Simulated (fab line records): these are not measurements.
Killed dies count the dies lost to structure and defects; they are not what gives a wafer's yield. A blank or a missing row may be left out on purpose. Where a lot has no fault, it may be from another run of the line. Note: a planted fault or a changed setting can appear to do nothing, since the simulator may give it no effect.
Problem report in the 8D (eight disciplines) form, filled by code    flow rit_cmos    the parts of the form that need people (team, actions taken, sign-off) are left out

## 1. THE ISSUE
Mean REOX_OXIDE_THK at RIT_REOX_THK_MEAS_04: 21.6 nm over 9 wafers in 3 lots; fault-free wafers: 24.8 nm, standard deviation 0.57. That is -5.5 standard deviations from the usual mean.
The first sign was on wafer L649.1 at day 3 21:37, on film_metro-03. Wafers with a number at this step in the record: 45, from 15 lots. The rule behind "out" and "out of limits": a value lying over 4 standard deviations away from the usual mean. Any other wafer with a number is counted as sound.

## 2. WHAT IT IS AND WHAT IT IS NOT
question                     is                            is not
which readings at this step  REOX_OXIDE_THK                -
which lots                   L649, L650, L654              L645, L646, L647, L648, L651, L652, L653, L659, L660, L662, L666, L667
which wafers of those lots   all that have a number        -
read on which gauges         film_metro-03, film_metro-04  film_metro-02
when                         from day 3 21:37              up to then (12 sound wafers); but 24 sound wafers of L651, L652, L653, L659, L660, L662, L666, L667 came after

## 3. SUSPECTS, AND WHAT RULES EACH OUT
Counting: any tool at a process step up to the reading is kept as a suspect provided that every lot that is out went through it and no sound lot did after the first of them.
- the gauge at RIT_REOX_THK_MEAS_04 has been ruled out. Those wafers that are out were read across 2 gauges (film_metro-03, film_metro-04).
- furnace-03 at RIT_REOX_OXIDATION_03 (target thk 25.2 nm, ox time 5580 s): ruled out as a lasting fault. Following L649 (day 3 19:04), the first lot on it that is out, the sound lots L667 were run on it.
Left after counting: nothing in the record.

## 4. THE CAUSE (what the simulator had put in)
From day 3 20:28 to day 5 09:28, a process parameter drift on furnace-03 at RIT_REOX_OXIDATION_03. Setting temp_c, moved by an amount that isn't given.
It was ruled out by counting, in error; the rule expects a fault to strike all lots run on its tool from its start on, and this fault did not.

## 5. SEQUENCE OF EFFECTS, ordered by route
One row per reading whose mean, taken over the struck wafers that have a number, lies over 3 standard deviations from the usual. Readings are gone through only where the record gives a usual standard deviation; hours: the median, over the lots, of the time from a lot's start at the first step in this table giving one to that lot's start at this step; sigmas: the change measured in usual standard deviations.
hours  step                   reading                 usual     on struck wafers  change  sigmas
0      RIT_REOX_OXIDATION_03  spike_tc_centre_C       901.6 C   888.7             -12.9   -9.2
0      RIT_REOX_OXIDATION_03  spike_tc_load_C         925 C     911               -14     -3.3
0      RIT_REOX_OXIDATION_03  spike_tc_source_C       925.6 C   913.3             -12.3   -6.2
0      RIT_REOX_OXIDATION_03  tube_center_temp_C      900.01 C  885.98            -14.03  -99 or more
0      RIT_REOX_OXIDATION_03  tube_center_temp_C_max  902.4     888.3             -14.1   -34
3      RIT_REOX_THK_MEAS_04   REOX_OXIDE_THK          24.8 nm   21.6              -3.2    -5.5
It contains these process steps:
- RIT_REOX_OXIDATION_03: target thk 25.2 nm, ox time 5580 s.

## 6. WHAT WOULD HAVE CAUGHT IT SOONER
In this record the first reading out of limits at a measuring or inspecting step was taken at day 3 21:37, 1 hour after the fault began at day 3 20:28.
Tool's own readings at RIT_REOX_OXIDATION_03, spike_tc_centre_C, spike_tc_source_C, tube_center_temp_C, tube_center_temp_C_max: out on all struck wafers the step has rows for; an alarm limit on them would have tripped on the first.
